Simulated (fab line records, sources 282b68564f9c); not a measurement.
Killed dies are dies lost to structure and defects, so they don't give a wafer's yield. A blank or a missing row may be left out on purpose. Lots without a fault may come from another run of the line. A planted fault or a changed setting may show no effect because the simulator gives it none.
Which tool did it? | flow rit_cmos | 14 lots, 42 wafers sampled, at 3 steps of a route of 202

WHAT THE GAUGES READ, wafer by wafer
RIT_FOX1_THK_MEAS_01. Usual: FOX1_OXIDE_THK 353 nm, standard deviation 6.8.
lot  | measured    | on            | FOX1_OXIDE_THK (nm) | flag
L441 | day 1 23:37 | film_metro-04 | 356 355 355         |
L442 | day 2 04:23 | film_metro-02 | 344 347 353         |
L443 | day 2 09:17 | film_metro-03 | 353 353 347         |
L444 | day 2 14:45 | film_metro-04 | 364 363 358         |
L445 | day 2 20:04 | film_metro-03 | 354 347 351         |
L447 | day 3 08:07 | film_metro-02 | 350 346 351         |
L448 | day 3 13:25 | film_metro-03 | 355 355 352         |
L449 | day 3 15:28 | film_metro-03 | 353 356 353         |
L450 | day 3 20:23 | film_metro-02 | 342 346 350         |
L452 | day 4 08:16 | film_metro-02 | 353 353 350         |
L454 | day 4 16:59 | film_metro-03 | 350 350 350         |
L456 | day 5 03:37 | film_metro-03 | 359 367 366         |
L460 | day 5 21:40 | film_metro-03 | 362 361 358         |
L463 | day 6 13:08 | film_metro-02 | 346 345 345         |

RIT_FOX2_THK_MEAS_01. Usual: FOX2_OXIDE_THK 351 nm, standard deviation 6.5.
lot  | measured    | on            | FOX2_OXIDE_THK (nm) | flag
L441 | day 2 01:07 | film_metro-03 | 354 350 352         |
L442 | day 2 05:53 | film_metro-01 | 355 356 356         |
L443 | day 2 10:47 | film_metro-04 | 344 352 349         |
L444 | day 2 16:15 | film_metro-04 | 349 343 345         |
L445 | day 2 21:34 | film_metro-03 | 354 355 349         |
L447 | day 3 11:22 | film_metro-03 | 350 349 348         |
L448 | day 3 15:24 | film_metro-04 | 355 353 348         |
L449 | day 3 16:58 | film_metro-01 | 347 343 344         |
L450 | day 4 00:11 | film_metro-01 | 356 348 349         |
L452 | day 4 09:46 | film_metro-03 | 357 354 354         |
L454 | day 4 18:34 | film_metro-04 | 348 346 352         |
L456 | day 5 05:10 | film_metro-04 | 362 366 365         |
L460 | day 5 23:09 | film_metro-04 | 350 350 351         |
L463 | day 6 14:37 | film_metro-04 | 339 338 338         |

RIT_NWELL_TW_MEAS_10. Usual: NWELL_TW 2122, standard deviation 16.
lot  | measured    | on            | NWELL_TW       | flag
L441 | day 2 03:47 | film_metro-02 | 2122 2110 2126 |
L442 | day 2 08:35 | film_metro-02 | 2113 2120 2130 |
L443 | day 2 13:35 | film_metro-04 | 2119 2122 2103 |
L444 | day 2 18:45 | film_metro-04 | 2114 2106 2119 |
L445 | day 3 00:28 | film_metro-01 | 2138 2134 2131 |
L447 | day 3 14:41 | film_metro-04 | 2105 2105 2112 |
L448 | day 3 17:53 | film_metro-02 | 2113 2108 2121 |
L449 | day 3 20:09 | film_metro-04 | 2099 2107 2105 |
L450 | day 4 02:37 | film_metro-04 | 2111 2108 2121 |
L452 | day 4 12:11 | film_metro-01 | 2146 2154 2139 |
L454 | day 4 21:03 | film_metro-02 | 2123 2124 2115 |
L456 | day 5 07:40 | film_metro-01 | 2131 2133 2146 |
L460 | day 6 01:42 | film_metro-02 | 2139 2137 2144 |
L463 | day 6 17:13 | film_metro-02 | 2149 2138 2138 |

WHICH TOOL RAN EACH LOT (tool, then ch and the chambers of the sampled wafers, then the start)
The record holds no process step before these readings.

WHAT THE TOOLS THEMSELVES READ (means of the sampled wafers that have a number; where no wafer has one, the mark that the record gives instead)
The record holds no such reading with a usual standard deviation.

THE ANSWER, worked out from the rows above alone
Rule: a lot is off if the mean of its wafers that have a number lies more than 3 standard deviations from the usual mean. A lot without any number at a reading at which 4 lots or more have one is off too. The other lots that the step has rows for count as sound. The gauges are gone through in route order, then the tools' own readings, and for those a lot's mean is taken as printed above. The first step at which some lot is off is used, and at that step the reading that is off furthest; a lot without a number counts as furthest.
No lot is off at any reading shown: from this, nothing can be told.

WHAT THE SIMULATOR HAD PUT IN
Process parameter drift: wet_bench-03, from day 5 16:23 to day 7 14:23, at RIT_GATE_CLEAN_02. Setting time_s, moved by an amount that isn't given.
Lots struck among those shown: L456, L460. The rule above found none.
